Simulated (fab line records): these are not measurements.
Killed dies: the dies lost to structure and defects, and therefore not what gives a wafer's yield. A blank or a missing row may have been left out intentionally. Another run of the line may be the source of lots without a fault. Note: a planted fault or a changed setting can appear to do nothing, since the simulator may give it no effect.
Matching of chambers ; flow ritCmos ; RIT_CONTACT_ETCH_11 on rieDiel-01: 4 sister chambers
The step etches SiO2 in CHF3/CF4/Ar, stops on TiSi2, target depth 480 nm, time 320 s. 8 wafers are shown with their chamber, then 8 later ones without.

== WAFERS WITH THEIR CHAMBER ==
wafer;chamber;drypumpMotorCurrentA (A);throttleValvePct (%)
L703.4;3;6.0;8.89
L707.1;2;4.7;8.77
L707.2;1;5.1;8.92
L707.3;0;5.8;8.86
L710.3;0;5.8;8.87
L710.4;1;5.1;8.95
L710.6;3;6.1;8.90
L716.4;2;4.8;8.76

== WAFERS WITHOUT THEIR CHAMBER ==
wafer;drypumpMotorCurrentA (A);throttleValvePct (%)
L716.5;6.0;8.89
L716.6;4.7;8.75
L719.1;4.8;8.76
L719.3;5.8;8.88
L719.6;6.0;8.90
L721.2;5.1;8.92
L721.4;6.1;8.90
L721.5;5.8;8.89

== WHICH CHAMBER EACH ONE RAN IN ==
wafer;from the rows above;in truth
L716.5;3;3
L716.6;2;2
L719.1;2;2
L719.3;0;0
L719.6;3;3
L721.2;1;1
L721.4;3;3
L721.5;0;0
8 of 8 placed correctly. Not placeable from these rows: 0. Wrongly placed: 0.
How it was worked out, from the rows above alone: a wafer's distance from a chamber is the root of the sum, over the readings, of the square of ((its reading less the chamber's mean) divided by the reading's scatter). If the next closest chamber is less than 2 further off than the closest, the wafer can't be placed; otherwise it belongs to the closest. For every chamber, the mean is computed from those of its wafers that are shown. The scatter: the root of (the sum of the squares of (reading less its chamber's mean) over the shown wafers, divided by (wafers less chambers)).
